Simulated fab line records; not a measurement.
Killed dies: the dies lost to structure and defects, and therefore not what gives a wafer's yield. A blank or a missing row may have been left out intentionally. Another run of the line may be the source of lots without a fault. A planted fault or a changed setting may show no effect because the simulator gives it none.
The tool behind it: which one?    flow rit cmos    14 lots, 42 wafers sampled, at 2 steps of a route of 202

WHAT THE GAUGES SHOWED, per wafer
The record lacks any reading of a measuring or inspecting step that a usual standard deviation could be used to judge.

WHICH TOOL RAN EACH LOT (tool, then ch and the chambers of the sampled wafers, then the start)
lot   RIT_PLDD_STRIP_09                    RIT_M1_PROBE_99
L819  plasma asher-02 ch 0,1, day 3 00:01  -
L820  plasma asher-04 ch 0, day 3 06:05    -
L821  plasma asher-02 ch 0,1, day 3 12:38  prober-01, day 4 02:17
L823  plasma asher-02 ch 1, day 3 21:04    -
L824  plasma asher-02 ch 0,1, day 4 00:55  prober-02, day 4 20:28
L826  plasma asher-02 ch 0,1, day 4 17:04  prober-02, day 5 10:29
L827  plasma asher-04 ch 0,1, day 4 20:36  prober-01, day 5 11:53
L829  plasma asher-02 ch 0,1, day 5 07:39  -
L830  plasma asher-02 ch 0,1, day 5 10:19  -
L831  plasma asher-04 ch 0,1, day 6 00:07  prober-01, day 6 13:58
L834  plasma asher-01 ch 0,1, day 6 08:09  -
L833  plasma asher-02 ch 0,1, day 6 08:10  prober-01, day 6 23:46
L835  plasma asher-02 ch 0,1, day 6 15:08  prober-01, day 7 04:41
L840  plasma asher-04 ch 0,1, day 7 09:54  prober-02, day 8 01:58
- RIT_PLDD_STRIP_09: strips in O2, time 180 s.
- RIT_M1_PROBE_99

AS READ BY THE TOOLS THEMSELVES (means over the sampled wafers that have a number; for cases with no such wafer, the mark the record gives instead)
RIT_PLDD_STRIP_09.
lot   tool             drypump motor current A (A)  o2 flow sccm (sccm)
L819  plasma asher-02  5.5                          4001
L820  plasma asher-04  5.9                          3993
L821  plasma asher-02  5.4                          4005
L823  plasma asher-02  5.1                          3998
L824  plasma asher-02  5.8                          3996
L826  plasma asher-02  5.4                          4008
L827  plasma asher-04  6.0                          4020
L829  plasma asher-02  5.8                          3993
L830  plasma asher-02  5.8                          4007
L831  plasma asher-04  6.0                          3991
L834  plasma asher-01  5.6                          4009
L833  plasma asher-02  5.4                          3332
L835  plasma asher-02  5.5                          3343
L840  plasma asher-04  6.2                          3991

RIT_M1_PROBE_99.
lot   tool       killed at contacts  killed at front end  killed dies  killed on rim  killed open  killed short
L821  prober-01  0.0                 10                   10           1.7            3.7          6.0
L824  prober-02  0.3                 10                   10           3.3            6.7          3.7
L826  prober-02  0.0                 6                    6            3.0            4.0          2.3
L827  prober-01  0.0                 6                    6            1.0            2.0          4.0
L831  prober-01  0.0                 5                    5            1.7            1.7          3.3
L833  prober-01  0.3                 4                    5            1.0            3.0          1.7
L835  prober-01  0.0                 6                    6            1.0            3.0          2.7
L840  prober-02  0.0                 10                   10           4.0            5.7          4.7

THE ANSWER, worked out from the rows above alone
Rule: what is usual is taken from the lots themselves. Put in order of their means at a reading, lots are off if they are a third of the lots or fewer, leave a main group of 4 or more, and stand apart from it by a gap of 3 or more times the standard deviation of the main group's means; of several such gaps the widest counts. If all means in a main group match to the digits the tables above print for the reading, that group is not used. Also off: a lot with no number at a reading for which 4 or more lots have one. Any other lot the step has rows for is counted as sound. After the gauges, taken in route order, come the tools' own readings; for these a lot's mean is taken, as printed above. The first step at which some lot is off is used, and at that step the reading that is off furthest; a lot without a number counts as furthest.
Off, at RIT_PLDD_STRIP_09 on o2 flow sccm: L833, L835. The main group: mean 4001 sccm, standard deviation 8.6.
If a tool, at that step or one of the process steps before it, ran each lot that is off and ran no sound lot following the first of them, it fits. One fits: RIT_PLDD_STRIP_09 on plasma asher-02. Its last sound lot is L830 (day 5 10:19), its first lot that is off L833 (day 6 08:10): a fault that began between those two fits.
The tool's own readings at RIT_PLDD_STRIP_09 bear it out: on the lots that are off they differ by more than 5 times the standard deviation of the sound lots' means. o2 flow sccm reads 3338 sccm there against 4001 sccm on the sound lots.

WHAT WAS PUT IN BY THE SIMULATOR
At RIT_PLDD_STRIP_09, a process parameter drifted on plasma asher-02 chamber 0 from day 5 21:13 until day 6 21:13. A move of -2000 in setting o2 flow sccm, from 4000. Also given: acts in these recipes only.
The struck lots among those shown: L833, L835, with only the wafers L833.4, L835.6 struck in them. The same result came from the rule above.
